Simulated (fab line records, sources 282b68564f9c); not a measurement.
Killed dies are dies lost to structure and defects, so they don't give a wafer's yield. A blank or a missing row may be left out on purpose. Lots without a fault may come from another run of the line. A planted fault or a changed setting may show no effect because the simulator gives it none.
fab line records | flow rit_cmos
record lots=6 wafers=18 last_day=7
route steps=202 shown NRETRO@53 PRETRO@64 M1@202
lots that met no fault: from a run of the same line without faults
start_h: hours from the record's first day to the start of the lot's first wafer shown | wait_h: hours since the lot's step before | " the same as in the row above | L1.1+2: a row that stands for several wafers | - no value, or no start given | * or withheld: withheld | < > ~ a bound
route shown NAME@n: a module of which the file shows steps, and the number in the route of the first | usual: mean/standard deviation of fault-free wafers | same: alike in all rows | chamber/n: place in a boat | sites: the reading at each site | _std_site: their standard deviation | _edge_site: outer sites' mean less inner sites' | radius_mm: how far each site lies from the wafer's centre | mask NAME#n: copy n | behind: the tool/chamber that last shaped the wafer | hold: why the lot was held/for how many hours/how that ended | device: the transistor (n, p or np) that didn't switch | end of line: the same wafers' tests at the end of the route | a step without rows: its recipe alone | killed: dies lost to structure and defects at the first sort, not the wafer's yield | map: a wafer's dies, x killed, . not, _ none there
set.NAME: the setting as run; set.NAME@STEP: as run at that earlier step | model.NAME: the simulator's own value behind a step, which no gauge read
lots at some steps of the route; a table a step, a row a wafer
services: from which hour (start_h, from the record's first day; less than 0 if before it) a tool's chamber was out of use, for how many hours, and why
## steps
# step RIT_NRETRO_HMDS_00
# recipe prime_time_s=60 prime_temp_c=140
# step RIT_NRETRO_COAT_01
# recipe resist=NOVOLAK spin_rpm=2000 resist_thk_nm=1300
# step RIT_NRETRO_SOFTBAKE_02
# recipe resist=NOVOLAK temp_c=90 time_s=60
# step RIT_NRETRO_EXPOSE_03
# recipe mask_id=M4 na=0.57 target_cd_nm=43900 dose_mj=250
# step RIT_NRETRO_PEB_04
# recipe resist=NOVOLAK temp_c=withheld time_s=withheld
# step RIT_NRETRO_DEVELOP_05
# recipe resist=NOVOLAK develop_time_s=68 dev_temp_c=23
# step RIT_NRETRO_OVL_MEAS_06
# usual NRETRO_OVL=1.6/1.4
# columns lot.wafer tool chamber start_h wait_h NRETRO_OVL[nm]
L873.1 overlay-02 - 33.93 - 3.0
L873.3 " - " " 2.0
L873.4 " - " " 1.9
L881.3 overlay-02 - 71.03 - 2.2
L881.4 " - " " -0.1
L881.5 " - " " 0.0
L885.3 overlay-02 - 98.18 - -0.3
L885.4 " - " " 2.0
L885.5 " - " " 0.5
L887.3 overlay-01 - 105.05 - 0.4
L887.4 " - " " 0.1
L887.5 " - " " -0.3
L890.1 overlay-02 - 124.32 - 2.2
L890.2 " - " " 0.2
L890.5 " - " " 3.3
L895.2 overlay-02 - 146.50 - 0.7
L895.5 " - " " 2.7
L895.6 " - " " -0.2
# step RIT_NRETRO_HARDBAKE_07
# recipe resist=NOVOLAK temp_c=140 time_s=120
# step RIT_NRETRO_IMPLANT_08
# recipe species=P energy_kev=70 dose_cm2=9.82e+12 tilt_deg=7
# step RIT_NRETRO_STRIP_09
# recipe chemistry=O2 time_s=180 resist=NOVOLAK platen_temp_c=withheld power_w=500 pressure_mtorr=4000 o2_flow_sccm=4000
# usual drypump_motor_current_A=5.57/0.26 o2_flow_sccm=4000/13
# columns lot.wafer tool chamber start_h wait_h drypump_motor_current_A o2_flow_sccm rf_hours_counter_h
L873.1 plasma_asher-03 0 34.36 0.1 5.89 3984 23
L873.3 " 0 " " 5.87 3976 -
L873.4 " 1 " " 5.65 4004 -
L881.3 plasma_asher-02 0 71.51 0.1 5.30 3985 -
L881.4 " 1 " " 5.34 3979 -
L881.5 " 0 " " 5.32 4000 -
L885.3 plasma_asher-03 0 98.66 0.1 5.92 4013 -
L885.4 " 1 " " 5.69 4001 -
L885.5 " 1 " " 5.68 3995 -
L887.3 plasma_asher-02 0 105.53 0.1 5.32 4006 -
L887.4 " 1 " " 5.34 3998 -
L887.5 " 0 " " 5.31 4002 -
L890.1 plasma_asher-04 1 124.75 0.1 5.29 4003 1
L890.2 " 0 " " 5.93 3987 1
L890.5 " 0 " " 5.95 3987 -
L895.2 plasma_asher-04 1 146.93 0.1 5.28 4018 3
L895.5 " 0 " " 5.98 3987 -
L895.6 " 1 " " 5.28 3988 -
# step RIT_NRETRO_TW_MEAS_10
# usual NRETRO_TW=1048/6.7
# columns lot.wafer tool chamber start_h wait_h NRETRO_TW
L873.1 film_metro-04 - 34.54 0.1 1031
L873.3 " - " " 1041
L873.4 " - " " 1042
L881.3 film_metro-02 - 71.65 0.1 1048
L881.4 " - " " 1051
L881.5 " - " " 1056
L885.3 film_metro-04 - 98.80 0.1 1041
L885.4 " - " " 1042
L885.5 " - " " 1051
L887.3 film_metro-03 - 105.67 0.1 1042
L887.4 " - " " 1048
L887.5 " - " " 1050
L890.1 film_metro-02 - 124.93 0.1 1045
L890.2 " - " " 1046
L890.5 " - " " 1039
L895.2 film_metro-04 - 147.12 0.1 1036
L895.5 " - " " 1041
L895.6 " - " " 1039
# step RIT_PRETRO_HMDS_00
# recipe prime_time_s=60 prime_temp_c=140
# step RIT_PRETRO_COAT_01
# recipe resist=NOVOLAK spin_rpm=2000 resist_thk_nm=1300
# columns lot.wafer tool chamber start_h wait_h model.NOVOLAK_of_PRETRO_COAT_01.thk_nm
L873.1 litho_track-04 0 34.75 0.1 1290
L873.3+4 " 0 " " 1292
L881.3+4 litho_track-01 0 71.89 0.1 1303
L881.5 " 0 " " 1298
L885.3 litho_track-01 0 99.04 0.1 259.5
L885.4 " 0 " " 260.6
L885.5 " 0 " " 259.2
L887.3+5 litho_track-01 0 105.91 0.1 260.9
L887.4 " 0 " " 260.5
L890.1 litho_track-02 0 125.14 0.1 1296
L890.2 " 0 " " 1294
L890.5 " 0 " " 1299
L895.2 litho_track-04 0 147.34 0.1 1298
L895.5 " 0 " " 1299
L895.6 " 0 " " 1301
# step RIT_PRETRO_SOFTBAKE_02
# recipe resist=NOVOLAK temp_c=90 time_s=60
# step RIT_PRETRO_EXPOSE_03
# recipe mask_id=M5 na=0.57 target_cd_nm=43700 dose_mj=250
# step RIT_PRETRO_PEB_04
# recipe resist=NOVOLAK temp_c=withheld time_s=withheld
# step RIT_PRETRO_DEVELOP_05
# recipe resist=NOVOLAK develop_time_s=65.41 dev_temp_c=23
# step RIT_PRETRO_OVL_MEAS_06
# usual PRETRO_OVL=0.4/1.4
# columns lot.wafer tool chamber start_h wait_h PRETRO_OVL[nm]
L873.1 overlay-02 - 35.48 - 1.3
L873.3 " - " " 2.2
L873.4 " - " " 2.2
L881.3 overlay-01 - 72.61 - 1.7
L881.4 " - " " 0.6
L881.5 " - " " 0.5
L885.3 overlay-02 - 99.73 - 0.2
L885.4 " - " " -0.2
L885.5 " - " " 1.5
L887.3 overlay-01 - 106.72 - -1.4
L887.4 " - " " 0.4
L887.5 " - " " -2.8
L890.1 overlay-01 - 125.87 - 1.3
L890.2 " - " " 0.7
L890.5 " - " " 2.8
L895.2 overlay-02 - 148.30 - 0.8
L895.5 " - " " 2.3
L895.6 " - " " 0.7
# step RIT_PRETRO_HARDBAKE_07
# recipe resist=NOVOLAK temp_c=140 time_s=120
# columns lot.wafer tool chamber start_h wait_h model.NOVOLAK_of_PRETRO_COAT_01.thk_nm
L873.1 litho_track-02 0 35.51 0.0 1128
L873.3+4 " 0 " " 1130
L881.3+4 litho_track-02 0 72.72 0.1 1140
L881.5 " 0 " " 1135
L885.3 litho_track-01 0 99.84 0.1 233.9
L885.4 " 0 " " 234.9
L885.5 " 0 " " 233.5
L887.3+5 litho_track-01 0 106.83 0.1 235.1
L887.4 " 0 " " 234.7
L890.1 litho_track-02 0 125.91 0.0 1133
L890.2 " 0 " " 1132
L890.5 " 0 " " 1136
L895.2 litho_track-02 0 148.51 0.2 1135
L895.5 " 0 " " 1136
L895.6 " 0 " " 1138
# step RIT_PRETRO_IMPLANT_08
# recipe species=B energy_kev=45 dose_cm2=1.2e+13 tilt_deg=7
# step RIT_M1_PROBE_99
# usual killed_at_contacts=0.1/0.25 killed_at_front_end=7/3.2 killed_dies=7/3.2 killed_open=3.5/2.2 killed_short=3.6/2.1
# same gross_dies=264 killed_at_M0_to_M3=0 killed_at_M4_up=0 killed_at_back_side=0 killed_at_other=0
# columns lot.wafer tool chamber start_h wait_h killed_at_contacts killed_at_front_end killed_dies killed_open killed_short
L873.1 prober-02 - 67.33 0.1 0 8 8 6 2
L873.3 prober-02 - 67.43 0.2 0 5 5 3 2
L873.4 prober-02 - 67.48 0.2 0 10 10 6 4
# killed by level:class
L873.1 GATE:geometric_particle:open=4 REOX:geometric_particle:open=1 REOX:geometric_particle:short=1 SPACER:geometric_particle:open=1 SPACER:geometric_particle:short=1
L873.3 GATE:geometric_particle:open=2 FOX1:geometric_particle:open=1 FOX1:geometric_particle:short=1 GATE:geometric_particle:short=1
L873.4 GATE:geometric_particle:open=5 FOX1:geometric_particle:short=1 FOX2:geometric_particle:short=1 GATE:geometric_particle:short=1 SPACER:geometric_particle:open=1 SILICIDE:geometric_particle:short=1
## services
# columns tool chamber start_h hours kind
plasma_asher-04 - 17.94 6.0 repair
plasma_asher-04 - 43.51 3.7 repair
plasma_asher-04 - 51.11 3.1 repair
plasma_asher-03 - 69.14 3.4 repair
plasma_asher-04 - 77.09 1.1 repair
plasma_asher-04 - 108.75 9.0 pm
plasma_asher-04 0 108.75 9.0 vent_cycle
plasma_asher-04 1 108.75 9.0 vent_cycle
plasma_asher-04 0 117.75 - clean
plasma_asher-04 1 117.75 - clean
plasma_asher-03 - 121.61 15.6 pm
plasma_asher-04 - 131.12 4.3 pm
plasma_asher-03 - 146.76 0.7 repair
## key
first_sign none at tools or gauges
model_effect step=RIT_PRETRO_COAT_01 value=NOVOLAK_of_PRETRO_COAT_01.thk_nm without=1301 struck=260.3
model_effect step=RIT_PRETRO_HARDBAKE_07 value=NOVOLAK_of_PRETRO_COAT_01.thk_nm without=1138 struck=234.5
met_at RIT_PRETRO_COAT_01
struck_wafers L885.3,L885.4,L885.5,L887.3,L887.4,L887.5
tester_left_out L885,L887
onset_between 71.89 99.04
fault kind=process_parameter_drift tool=litho_track-01 chamber=- onset_h=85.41 steps=RIT_PRETRO_COAT_01 channel=resist_thk_nm offset=-1040 shape=step end_h=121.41 acts_in=these_recipes_only stated=1300
# tester_left_out: of these lots the tester's yield and bins aren't shown, on N5 and GAA mostly nor the transistor test; their killed dies are dies lost to structure and defects alone, not to doping, threshold or leakage, so they don't give the yield
